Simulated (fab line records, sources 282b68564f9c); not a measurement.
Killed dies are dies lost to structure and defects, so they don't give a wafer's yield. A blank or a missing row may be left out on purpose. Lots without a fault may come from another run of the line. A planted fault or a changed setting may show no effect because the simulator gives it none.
A struck lot beside a sound one | flow rit_cmos | 15 steps out of a route of 202
Sound: wafers L748.3, L748.5, L748.6. Struck: wafers L758.1, L758.2, L758.3. The cause comes at the end.
At each step with rows: each side's tool, then ch and its chambers, then its first start. Under that, the readings that differ: sound wafers | struck wafers | difference of the means | sigmas: that difference in standard deviations of wafers without a fault.
alike: readings whose means differ by less than 2 such deviations, and words and numbers that are the same on both sides. not compared: withheld readings, readings that some wafer has no value for, bounds like >300 that may hide the same value, and numbers for which the record gives no deviation and whose values overlap.
The two part at a step that has a row with sigmas, a row that says differs or no value, or rows on one side only. Numbers that don't overlap but have no deviation are shown without sigmas and don't part them. A reading that every wafer of one side lacks parts them only if that side has two wafers or more.

first, 1 step without rows for these wafers: RIT_PRETRO_IMPLANT_08.
RIT_PRETRO_STRIP_09: strips in O2, time 180 s.
  sound on plasma_asher-02 ch 0,1, day 2 11:48; struck on plasma_asher-02 ch 0,1, day 4 17:58
  alike: drypump_motor_current_A
  not compared: rf_hours_counter_h
RIT_PRETRO_TW_MEAS_10:
  sound on film_metro-04, day 2 11:56; struck on film_metro-03, day 4 18:09
  reading   | sound             | struck            | difference | sigmas
  PRETRO_TW | 475.2 476.4 475.6 | 468.7 469.8 469.8 | -6.3       | -2
then, 5 steps without rows for these wafers: RIT_GATE_WET_ETCH_00 (etches SiO2 in BOE, target depth 56 nm, time 60 s); RIT_GATE_CLEAN_01 (cleans in SC1, time 600 s); RIT_GATE_CLEAN_02 (cleans in dHF, time 30 s); RIT_GATE_CLEAN_03 (cleans in SC2, time 600 s); RIT_GATE_CLEAN_04 (cleans in dHF, time 60 s).
RIT_FOX2_THK_MEAS_91:
  sound on film_metro-03, day 2 12:27; struck on film_metro-02, day 4 18:37
  alike: FIELD_OXIDE_LEFT_2_THK
then, 2 steps without rows for these wafers: RIT_GATE_OXIDATION_05 (target thk 3 nm, ox time 270 s); RIT_GATE_ANNEAL_06 (time 600 s).
RIT_GATE_THK_MEAS_07:
  sound on film_metro-04, day 2 13:50; struck on film_metro-04, day 4 22:30
  alike: GATE_OXIDE_THK
RIT_GATE_CVD_08: deposits poly-Si from SiH4, target thk 250 nm, time 2220 s.
  sound on lpcvd-02 ch 1, day 2 15:38; struck on lpcvd-02 ch 1, day 4 22:34
  reading                                  | sound             | struck            | difference | sigmas
  model.poly-Si_of_GATE_CVD_08.thk_nm (nm) | 250.8 249.6 250.3 | 378.2 377.1 376.3 | +127.0     |
RIT_GATE_THK_MEAS_09:
  sound on film_metro-04, day 2 17:17; struck on film_metro-02, day 5 01:13
  reading            | sound             | struck            | difference | sigmas
  GATE_POLY_THK (nm) | 250.7 249.7 250.1 | 378.4 376.9 376.2 | +127.0     | +55
  not compared: hold
RIT_M1_PROBE_99:
  the record has rows for the sound wafers here (prober-01, day 3 14:38) and none for the struck ones

WHERE THEY PART
First at RIT_PRETRO_TW_MEAS_10; last, within this record, at RIT_M1_PROBE_99.

WHY: what the simulator had put in
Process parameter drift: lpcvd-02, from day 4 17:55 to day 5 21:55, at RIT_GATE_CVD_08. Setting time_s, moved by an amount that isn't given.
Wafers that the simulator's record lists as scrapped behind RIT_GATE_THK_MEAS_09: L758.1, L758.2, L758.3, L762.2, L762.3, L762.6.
